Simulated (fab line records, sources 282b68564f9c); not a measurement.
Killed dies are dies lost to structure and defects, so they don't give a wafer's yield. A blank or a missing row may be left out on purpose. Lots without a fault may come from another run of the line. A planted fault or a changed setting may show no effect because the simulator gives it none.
fab line records | flow rit_cmos
record lots=5 wafers=23
route steps=202 shown NSD@132 PSD@150 SDANNEAL@153 PLDD@159 M1@184
start_h: hours from the record's first day to the start of the lot's first wafer shown | wait_h: hours since the lot's step before | " the same as in the row above | L1.1+2: a row that stands for several wafers | - no value, or no start given | * or withheld: withheld | < > ~ a bound
route shown NAME@n: a module of which the file shows steps, and the number in the route of the first | usual: mean/standard deviation of fault-free wafers | same: alike in all rows | chamber/n: place in a boat | sites: the reading at each site | _std_site: their standard deviation | _edge_site: outer sites' mean less inner sites' | radius_mm: how far each site lies from the wafer's centre | mask NAME#n: copy n | behind: the tool/chamber that last shaped the wafer | hold: why the lot was held/for how many hours/how that ended | device: the transistor (n, p or np) that didn't switch | end of line: the same wafers' tests at the end of the route | a step without rows: its recipe alone | killed: dies lost to structure and defects at the first sort, not the wafer's yield | map: a wafer's dies, x killed, . not, _ none there
set.NAME: the setting as run; set.NAME@STEP: as run at that earlier step | model.NAME: the simulator's own value behind a step, which no gauge read
lots whose settings were changed on purpose; a table a step, a row a wafer
## steps
# step RIT_NSD_COAT_01
# recipe resist=NOVOLAK spin_rpm=3250 resist_thk_nm=1000
# columns lot.wafer tool chamber start_h wait_h set.resist_thk_nm model.NOVOLAK_of_NSD_COAT_01.thk_nm
L074.2 litho_track-01 0 52.73 0.1 1000 994.7
L074.3 " 0 " " 1016 1013
L074.4 " 0 " " 1016 1015
L074.5 " 0 " " 1000 998.1
L074.6 " 0 " " 1000 995.7
L078.2 litho_track-01 0 70.57 0.1 1000 999.8
L078.3 " 0 " " 1059 1058
L078.4 " 0 " " 1059 1056
L078.5 " 0 " " 1000 996.9
L078.6 " 0 " " 1000 999.4
L081.1 litho_track-01 0 84.56 0.1 1000 999.2
L081.2 " 0 " " 1000 995.9
L081.3 " 0 " " 1000 996.8
L081.4 " 0 " " 971.9 970.5
L081.5 " 0 " " 971.9 968.2
L083.1 litho_track-04 0 97.01 0.1 1000 997.1
L083.3 " 0 " " 1000 998.7
L083.4 " 0 " " 1000 996.4
L085.1 litho_track-01 0 106.56 0.1 1000 999.9
L085.2 " 0 " " 966.3 967.8
L085.4 " 0 " " 966.3 969.3
L085.5 " 0 " " 966.3 966.7
L085.6 " 0 " " 1000 1002
# step RIT_NSD_SOFTBAKE_02
# recipe resist=NOVOLAK temp_c=90 time_s=60
# step RIT_NSD_EXPOSE_03
# recipe mask_id=M9 na=0.57 target_cd_nm=40700 dose_mj=250
# step RIT_NSD_DEVELOP_05
# recipe resist=NOVOLAK develop_time_s=50 dev_temp_c=23
# step RIT_NSD_HARDBAKE_07
# recipe resist=NOVOLAK temp_c=140 time_s=60
# columns lot.wafer tool chamber start_h wait_h set.resist_thk_nm@NSD_COAT_01 model.NOVOLAK_of_NSD_COAT_01.thk_nm
L074.2 litho_track-04 0 53.46 0.0 1000 879.1
L074.3 " 0 " " 1016 895.5
L074.4 " 0 " " 1016 896.8
L074.5 " 0 " " 1000 882.1
L074.6 " 0 " " 1000 880
L078.2 litho_track-01 0 71.31 0.0 1000 883.6
L078.3 " 0 " " 1059 934.1
L078.4 " 0 " " 1059 932.7
L078.5 " 0 " " 1000 881
L078.6 " 0 " " 1000 883.2
L081.1 litho_track-02 0 85.30 0.0 1000 883.1
L081.2 " 0 " " 1000 880.2
L081.3 " 0 " " 1000 881
L081.4 " 0 " " 971.9 857.9
L081.5 " 0 " " 971.9 856
L083.1 litho_track-04 0 97.74 0.0 1000 881.2
L083.3 " 0 " " 1000 882.6
L083.4 " 0 " " 1000 880.7
L085.1 litho_track-02 0 107.37 0.1 1000 883.7
L085.2 " 0 " " 966.3 855.6
L085.4 " 0 " " 966.3 856.9
L085.5 " 0 " " 966.3 854.7
L085.6 " 0 " " 1000 885.6
# step RIT_NSD_IMPLANT_08
# recipe species=P energy_kev=25 dose_cm2=1e+15 tilt_deg=7
# columns lot.wafer tool chamber start_h wait_h set.dose_cm2
L074.2+3+4+5+6 implanter-03 0 53.61 0.1 1e+15
L078.2+3+5 implanter-01 0 71.46 0.1 1e+15
L078.4+6 " 0 " " 1.062e+15
L081.1+4+5 implanter-04 0 85.45 0.1 1e+15
L081.2+3 " 0 " " 1.047e+15
L083.1+3+4 implanter-04 0 97.89 0.1 1e+15
L085.1+5+6 implanter-03 0 107.52 0.1 1.07e+15
L085.2+4 " 0 " " 1e+15
# step RIT_PSD_IMPLANT_08
# recipe species=BF2 energy_kev=27 dose_cm2=5e+15 tilt_deg=7
# columns lot.wafer tool chamber start_h wait_h set.energy_kev model.implant.rp_nm model.implant.drp_nm
L074.2+3 implanter-04 0 55.03 0.1 27 22.02 12.05
L074.4+5+6 " 0 " " 26.44 21.65 11.87
L078.2+6 implanter-03 0 73.00 0.1 27 22.98 12.05
L078.3+4+5 " 0 " " 28.18 23.78 12.41
L081.1+5 implanter-03 0 86.99 0.1 28.45 22.63 12.5
L081.2+3+4 " 0 " " 27 21.7 12.05
L083.1+3+4 implanter-02 0 99.31 0.1 27 21.13 12.05
L085.1+2+4+5+6 implanter-03 0 108.94 0.1 27 21.35 12.05
# step RIT_SDANNEAL_CLEAN_00
# recipe chemistry=SC1 mix=3:3:50 time_s=600 temp_c=75
# columns lot.wafer tool chamber start_h wait_h set.time_s
L074.2+3+4+5+6 - - - 0.0 686.3
L078.2+3+4+5+6 - - - 0.0 650.5
L081.1+2+3+4+5 - - - 0.1 600
L083.1+3+4 wet_bench-02 2 99.70 0.1 600
L085.1+2+4+5+6 - - - 0.1 623.6
# step RIT_SDANNEAL_CLEAN_01
# recipe chemistry=dHF dilution=50:1 time_s=30
# step RIT_SDANNEAL_CLEAN_02
# recipe chemistry=SC2 mix=3:3:50 time_s=600 temp_c=75 dry=n2_spin
# step RIT_SDANNEAL_RTA_03
# recipe temp_c=1050 time_s=5 idle_temp_c=600 ramp_up_c_per_s=342 ramp_down_c_per_s=171 cool_to_c=600 ambient=N2
# step RIT_SDANNEAL_RS_MEAS_04
# recipe thk_meas_gauge=four-point-probe
# usual PSD_RS=115.84/0.28
# columns lot.wafer tool chamber start_h wait_h set.energy_kev@PSD_IMPLANT_08 PSD_RS[ohm/sq]
L074.2 film_metro-04 - 55.87 0.1 27 116.15
L074.3 " - " " 27 115.59
L074.4 " - " " 26.44 117.12
L074.5 " - " " 26.44 116.87
L074.6 " - " " 26.44 117.06
L078.2 film_metro-04 - 73.82 0.1 27 115.86
L078.3 " - " " 28.18 113.60
L078.4 " - " " 28.18 113.26
L078.5 " - " " 28.18 113.18
L078.6 " - " " 27 115.41
L081.1 film_metro-04 - 87.84 0.0 28.45 112.63
L081.2 " - " " 27 115.67
L081.3 " - " " 27 115.38
L081.4 " - " " 27 116.02
L081.5 " - " " 28.45 112.40
L083.1 film_metro-02 - 100.14 0.0 27 115.83
L083.3 " - " " 27 115.68
L083.4 " - " " 27 115.99
L085.1 film_metro-02 - 109.75 0.0 27 115.72
L085.2 " - " " 27 115.68
L085.4 " - " " 27 115.35
L085.5 " - " " 27 115.65
L085.6 " - " " 27 115.59
# step RIT_SDANNEAL_RS_MEAS_05
# recipe thk_meas_gauge=four-point-probe
# usual NSD_RS=84.49/0.27
# columns lot.wafer tool chamber start_h wait_h set.dose_cm2@NSD_IMPLANT_08 NSD_RS[ohm/sq]
L074.2 film_metro-04 - 55.99 0.1 1e+15 84.54
L074.3 " - " " 1e+15 84.31
L074.4 " - " " 1e+15 84.17
L074.5 " - " " 1e+15 84.34
L074.6 " - " " 1e+15 84.19
L078.2 film_metro-04 - 73.94 0.1 1e+15 84.43
L078.3 " - " " 1e+15 84.51
L078.4 " - " " 1.062e+15 80.71
L078.5 " - " " 1e+15 84.37
L078.6 " - " " 1.062e+15 80.74
L081.1 film_metro-04 - 87.96 0.1 1e+15 84.67
L081.2 " - " " 1.047e+15 81.77
L081.3 " - " " 1.047e+15 81.86
L081.4 " - " " 1e+15 84.81
L081.5 " - " " 1e+15 84.96
L083.1 film_metro-02 - 100.26 0.1 1e+15 84.17
L083.3 " - " " 1e+15 84.15
L083.4 " - " " 1e+15 83.97
L085.1 film_metro-02 - 109.87 0.1 1.07e+15 79.97
L085.2 " - " " 1e+15 84.29
L085.4 " - " " 1e+15 84.13
L085.5 " - " " 1.07e+15 79.87
L085.6 " - " " 1.07e+15 80.05
# step RIT_SDANNEAL_RS_MEAS_06
# recipe thk_meas_gauge=four-point-probe
# usual PLDD_RS=178.6/0.43
# columns lot.wafer tool chamber start_h wait_h set.dose_cm2@PLDD_IMPLANT_08 PLDD_RS[ohm/sq]
L074.2 film_metro-04 - 56.11 0.1 8.513e+14 184.0
L074.3 " - " " 9e+14 178.6
L074.4 " - " " 8.513e+14 184.4
L074.5 " - " " 8.513e+14 183.7
L074.6 " - " " 9e+14 178.7
L078.2 film_metro-04 - 74.06 0.1 9e+14 178.2
L078.3 " - " " 9e+14 178.4
L078.4 " - " " 9e+14 177.8
L078.5 " - " " 9e+14 177.5
L078.6 " - " " 9e+14 177.5
L081.1 film_metro-04 - 88.08 0.1 9.209e+14 176.6
L081.2 " - " " 9.209e+14 176.9
L081.3 " - " " 9e+14 178.6
L081.4 " - " " 9e+14 178.5
L081.5 " - " " 9e+14 178.9
L083.1 film_metro-02 - 100.38 0.1 9e+14 177.9
L083.3 " - " " 9e+14 177.7
L083.4 " - " " 9e+14 177.8
L085.1 film_metro-02 - 109.99 0.1 9e+14 178.1
L085.2 " - " " 9.244e+14 176.2
L085.4 " - " " 9e+14 178.4
L085.5 " - " " 9e+14 179.0
L085.6 " - " " 9.244e+14 175.9
# step RIT_M1_SPUTTER_00
# recipe material=Al target_thk_nm=400 power_w=2000 chamber_pressure_pa=0.4 gas=Ar time_s=500 substrate_temp_c=25
# columns lot.wafer tool chamber start_h wait_h set.time_s model.Al_of_M1_SPUTTER_00.thk_nm
L074.2 pvd_sputter-04 - 59.31 0.0 500 400.1
L074.3 " - " " 440.7 355.7
L074.4 " - " " 440.7 354.5
L074.5 " - " " 500 401.6
L074.6 " - " " 440.7 349.6
L078.2 pvd_sputter-02 - 77.15 0.0 500 398.4
L078.3 " - " " 500 401.6
L078.4 " - " " 444.5 358.1
L078.5 " - " " 444.5 359.1
L078.6 " - " " 500 399.4
L081.1+5 pvd_sputter-03 - 91.06 0.0 500 406.4
L081.2 " - " " 500 406.5
L081.3 " - " " 428.2 346.5
L081.4 " - " " 428.2 345.6
L083.1 pvd_sputter-03 - 103.75 0.0 500 406.6
L083.3 " - " " 500 406.4
L083.4 " - " " 500 406.9
L085.1 pvd_sputter-03 - 113.11 0.0 500 409.7
L085.2 " - " " 520.4 422.5
L085.4 " - " " 500 410.4
L085.5 " - " " 500 407.2
L085.6 " - " " 520.4 425.1
# step RIT_M1_RS_MEAS_01
# recipe thk_meas_gauge=four-point-probe reads=Al_of_M1_SPUTTER_00
# usual M1_AL_RS=0.0728/0.00062
# columns lot.wafer tool chamber start_h wait_h set.time_s@M1_SPUTTER_00 M1_AL_RS[ohm/sq]
L074.2 film_metro-01 - 59.62 0.2 500 0.0735
L074.3 " - " " 440.7 0.0827
L074.4 " - " " 440.7 0.0829
L074.5 " - " " 500 0.0732
L074.6 " - " " 440.7 0.0842
L078.2 film_metro-04 - 77.46 0.2 500 0.0738
L078.3 " - " " 500 0.0732
L078.4 " - " " 444.5 0.0822
L078.5 " - " " 444.5 0.0820
L078.6 " - " " 500 0.0736
L081.1 film_metro-04 - 91.35 0.1 500 0.0721
L081.2 " - " " 500 0.0721
L081.3 " - " " 428.2 0.0850
L081.4 " - " " 428.2 0.0852
L081.5 " - " " 500 0.0723
L083.1 film_metro-02 - 104.05 0.1 500 0.0719
L083.3 " - " " 500 0.0722
L083.4 " - " " 500 0.0721
L085.1 film_metro-02 - 113.41 0.1 500 0.0717
L085.2 " - " " 520.4 0.0694
L085.4 " - " " 500 0.0715
L085.5 " - " " 500 0.0722
L085.6 " - " " 520.4 0.0689
# step RIT_M1_THK_MEAS_02
# recipe thk_meas_gauge=xrf reads=Al_of_M1_SPUTTER_00
# usual M1_AL_THK=406/4.2
# columns lot.wafer tool chamber start_h wait_h set.time_s@M1_SPUTTER_00 M1_AL_THK[nm]
L074.2 film_metro-01 - 59.73 0.1 500 400
L074.3 " - " " 440.7 357
L074.4 " - " " 440.7 356
L074.5 " - " " 500 402
L074.6 " - " " 440.7 349
L078.2 film_metro-04 - 77.57 0.1 500 404
L078.3 " - " " 500 407
L078.4 " - " " 444.5 365
L078.5 " - " " 444.5 364
L078.6 " - " " 500 407
L081.1 film_metro-04 - 91.47 0.1 500 413
L081.2 " - " " 500 414
L081.3 " - " " 428.2 352
L081.4 " - " " 428.2 350
L081.5 " - " " 500 412
L083.1 film_metro-02 - 104.17 0.1 500 408
L083.3 " - " " 500 405
L083.4 " - " " 500 406
L085.1 film_metro-02 - 113.53 0.1 500 411
L085.2 " - " " 520.4 422
L085.4 " - " " 500 412
L085.5 " - " " 500 408
L085.6 " - " " 520.4 427
# step RIT_M1_DEVELOP_08
# recipe resist=NOVOLAK develop_time_s=68 dev_temp_c=23
# columns lot.wafer tool chamber start_h wait_h set.dev_temp_c
L074.2+3+4+5+6 litho_track-03 0 - - 23
L078.2+4+5 litho_track-03 0 - - 23
L078.3+6 " 0 " " 21.61
L081.1+2+3+4+5 litho_track-04 0 - - 23
L083.1+3+4 litho_track-04 0 - - 23
L085.1+5 litho_track-01 0 - - 21.09
L085.2+4+6 " 0 " " 23
# step RIT_M1_HARDBAKE_11
# recipe resist=NOVOLAK temp_c=140 time_s=120
# step RIT_M1_METAL_ETCH_12
# recipe stop_on=SiO2 chemistry=Cl2/BCl3 target=Al time_s=165 over_etch_frac=0.5 pressure_mtorr=100 target_depth_a=6000 rf_w=250 Cl2_flow_sccm=60 bcl3_flow_sccm=50
# usual oes_product_au=0.787/0.014
# columns lot.wafer tool chamber start_h wait_h set.time_s@M1_SPUTTER_00 oes_product_au
L074.2 rie_metal-03 1 61.23 0.2 500 0.753
L074.3 " 0 " " 440.7 0.734
L074.4 " 1 " " 440.7 0.709
L074.5 " 1 " " 500 0.763
L074.6 " 0 " " 440.7 0.730
L078.2 rie_metal-01 1 79.04 0.2 500 0.782
L078.3 " 0 " " 500 0.805
L078.4 " 1 " " 444.5 0.732
L078.5 " 1 " " 444.5 0.744
L078.6 " 0 " " 500 0.793
L081.1 rie_metal-01 0 92.94 0.2 500 0.803
L081.2 " 1 " " 500 0.795
L081.3 " 1 " " 428.2 0.723
L081.4 " 0 " " 428.2 0.735
L081.5 " 1 " " 500 0.788
L083.1 rie_metal-03 0 105.64 0.2 500 0.786
L083.3 " 0 " " 500 0.782
L083.4 " 1 " " 500 0.766
L085.1 rie_metal-02 0 115.00 0.2 500 0.795
L085.2 " 1 " " 520.4 0.811
L085.4 " 1 " " 500 0.817
L085.5 " 0 " " 500 0.797
L085.6 " 1 " " 520.4 0.819
## key
split step=RIT_NSD_COAT_01 setting=resist_thk_nm stated=1000 by=wafer
response step=RIT_NSD_COAT_01 reading=model.NOVOLAK_of_NSD_COAT_01.thk_nm change=+9.91 per=1% r=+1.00
response step=RIT_NSD_HARDBAKE_07 reading=model.NOVOLAK_of_NSD_COAT_01.thk_nm change=+8.67 per=1% r=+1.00
split step=RIT_NSD_IMPLANT_08 setting=dose_cm2 stated=1e+15 by=wafer
response step=RIT_SDANNEAL_RS_MEAS_05 reading=NSD_RS change=-0.61 per=1% r=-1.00
split step=RIT_PSD_IMPLANT_08 setting=energy_kev stated=27 by=wafer
response step=RIT_PSD_IMPLANT_08 reading=model.implant.rp_nm change=+0.177 per=1% r=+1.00
response step=RIT_PSD_IMPLANT_08 reading=model.implant.drp_nm change=+0.0842 per=1% r=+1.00
response step=RIT_SDANNEAL_RS_MEAS_04 reading=PSD_RS change=-0.563 per=1% r=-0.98
split step=RIT_SDANNEAL_CLEAN_00 setting=time_s stated=600 by=lot
response none clear
split step=RIT_M1_SPUTTER_00 setting=time_s stated=500 by=wafer
response step=RIT_M1_SPUTTER_00 reading=model.Al_of_M1_SPUTTER_00.thk_nm change=+4 per=1% r=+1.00
response step=RIT_M1_RS_MEAS_01 reading=M1_AL_RS change=-0.000842 per=1% r=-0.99
response step=RIT_M1_THK_MEAS_02 reading=M1_AL_THK change=+4.02 per=1% r=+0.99
response step=RIT_M1_METAL_ETCH_12 reading=oes_product_au change=+0.00416 per=1% r=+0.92
split step=RIT_M1_DEVELOP_08 setting=dev_temp_c stated=23 by=wafer
response none clear
split outside_this_file step=RIT_PLDD_IMPLANT_08 setting=dose_cm2
# split outside_this_file: this setting was split too, and the file shows its column; the key of that split is in another file
